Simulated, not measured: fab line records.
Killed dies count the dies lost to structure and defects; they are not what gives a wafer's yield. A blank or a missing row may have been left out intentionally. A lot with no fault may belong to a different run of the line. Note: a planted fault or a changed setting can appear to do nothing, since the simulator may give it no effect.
Struck lot and sound lot, side by side	flow rit cmos	43 steps out of a route of 202
Sound: these wafers, L627.4, L627.5, L627.6. The struck wafers were L639.2, L639.3, L639.6. The cause comes at the end.
Order at every step that has rows: each side's tool, ch and its chambers, its first start. Under that, the readings that differ: sound wafers	struck wafers	difference of the means	sigmas: that difference in standard deviations of wafers without a fault.
alike: readings whose means differ by less than 2 such deviations, and words and numbers that are the same on both sides. not compared: withheld readings, readings that some wafer has no value for, bounds like >300 that may hide the same value, and numbers for which the record gives no deviation and whose values overlap.
Wherever a step has rows on one side only, a row that says differs or no value, or a row with sigmas, the two part there. Numbers that don't overlap but have no deviation are shown without sigmas and don't part them. A reading missing from all wafers of one side parts the sides only when that side holds two or more wafers.

first, 2 steps without rows for these wafers: RIT_REOX_CLEAN_02 (cleans in SC2, time 600 s); RIT_REOX_OXIDATION_03 (target thk 25.2 nm, ox time 5580 s).
RIT_REOX_THK_MEAS_04:
  struck on film metro-04, day 5 19:23; sound on film metro-04, day 3 07:41
reading	sound	struck	difference	sigmas
REOX_OXIDE_THK (nm)	25.8 25.4 25.8	25.0 24.8 24.8	-0.8	-2
then, 6 steps without rows for these wafers: RIT_NLDD_HMDS_00 (prime time 60 s); RIT_NLDD_COAT_01 (resist thk 1000 nm); RIT_NLDD_SOFTBAKE_02 (time 60 s); RIT_NLDD_EXPOSE_03 (exposes mask M7, target cd 40700 nm); RIT_NLDD_PEB_04; RIT_NLDD_DEVELOP_05 (develop time 50 s).
RIT_NLDD_OVL_MEAS_06:
  struck on overlay-01, day 5 20:25; sound on overlay-01, day 3 08:35
  alike: NLDD_OVL
then, 2 steps without rows for these wafers: RIT_NLDD_HARDBAKE_07 (time 60 s); RIT_NLDD_IMPLANT_08.
RIT_NLDD_STRIP_09: strips in O2, time 180 s.
  sound on plasma asher-04 ch 0,1, day 3 08:57; struck on plasma asher-04 ch 1, day 5 20:44
  alike: drypump motor current A
  not compared: rf hours counter h
RIT_NLDD_TW_MEAS_10:
  struck on film metro-02, day 5 20:55; sound on film metro-03, day 3 09:06
  alike: NLDD_TW
then, 6 steps without rows for these wafers: RIT_PLDD_HMDS_00 (prime time 60 s); RIT_PLDD_COAT_01 (resist thk 1000 nm); RIT_PLDD_SOFTBAKE_02 (time 60 s); RIT_PLDD_EXPOSE_03 (exposes mask M8, target cd 40900 nm); RIT_PLDD_PEB_04; RIT_PLDD_DEVELOP_05 (develop time 50 s).
RIT_PLDD_OVL_MEAS_06:
  struck on overlay-01, day 5 21:57; sound on overlay-02, day 3 10:07
reading	sound	struck	difference	sigmas
PLDD_OVL (nm)	0.3 -0.5 0.2	3.0 3.5 3.2	+3.2	+2
then, 2 steps without rows for these wafers: RIT_PLDD_HARDBAKE_07 (time 60 s); RIT_PLDD_IMPLANT_08.
RIT_PLDD_STRIP_09: strips in O2, time 180 s.
  sound on plasma asher-02 ch 0,1, day 3 10:30; struck on plasma asher-02 ch 0,1, day 5 22:17
  alike: drypump motor current A
  not compared: rf hours counter h
RIT_PLDD_TW_MEAS_10:
  struck on film metro-02, day 5 22:28; sound on film metro-02, day 3 10:39
  alike: PLDD_TW
then, 4 steps without rows for these wafers: RIT_SPACER_CLEAN_00 (cleans in SC1, time 600 s); RIT_SPACER_CLEAN_01 (cleans in dHF, time 30 s); RIT_SPACER_CLEAN_02 (cleans in SC2, time 600 s); RIT_SPACER_CVD_03 (deposits Si3N4 from SiH2Cl2/NH3, target thk 250 nm, time 3386 s).
RIT_SPACER_THK_MEAS_04:
  struck on film metro-02, day 6 00:49; sound on film metro-01, day 3 12:59
  alike: SPACER_NITRIDE_THK
RIT_SPACER_ETCHBACK_05: etches Si3N4 in SF6/CHF3, stops on SiO2, target depth 250 nm, time 240 s.
  sound on rie diel-03 ch 0,2,3, day 3 13:06; struck on rie diel-02 ch 0,1,3, day 6 00:52
  alike: SF6_flow_sccm, drypump motor current A, oes product au, throttle valve pct
  not compared: rf hours counter h
then, 6 steps without rows for these wafers: RIT_NSD_HMDS_00 (prime time 60 s); RIT_NSD_COAT_01 (resist thk 1000 nm); RIT_NSD_SOFTBAKE_02 (time 60 s); RIT_NSD_EXPOSE_03 (exposes mask M9, target cd 40700 nm); RIT_NSD_PEB_04; RIT_NSD_DEVELOP_05 (develop time 50 s).
RIT_NSD_OVL_MEAS_06:
  struck on overlay-01, day 6 01:52; sound on overlay-01, day 3 14:02
  alike: NSD_OVL
then, 2 steps without rows for these wafers: RIT_NSD_HARDBAKE_07 (time 60 s); RIT_NSD_IMPLANT_08.
RIT_NSD_STRIP_09: strips in O2, time 180 s.
  sound on plasma asher-04 ch 0,1, day 3 14:25; struck on plasma asher-01 ch 0,1, day 6 02:12
  alike: drypump motor current A
  not compared: rf hours counter h
RIT_NSD_TW_MEAS_10:
  struck on film metro-01, day 6 02:23; sound on film metro-01, day 3 14:34
  alike: NSD_TW
RIT_M1_PROBE_99:
  struck on prober-02, day 6 11:46; sound on prober-02, day 4 00:14
reading	sound	struck	difference	sigmas
hold	- - -	await dispo/1.8h/release await dispo/1.8h/release await dispo/1.8h/release	no value on the sound wafers	
killed at front end	14 10 13	30 41 42	+25	+8
killed dies	14 11 13	30 41 42	+25	+8
killed open	5 6 11	0 4 2	-5	-2
  alike: killed at contacts, killed on rim, killed short

WHERE THEY PART
Last at RIT_M1_PROBE_99 as far as this record goes, first at RIT_REOX_THK_MEAS_04.

WHY: what the simulator had put in
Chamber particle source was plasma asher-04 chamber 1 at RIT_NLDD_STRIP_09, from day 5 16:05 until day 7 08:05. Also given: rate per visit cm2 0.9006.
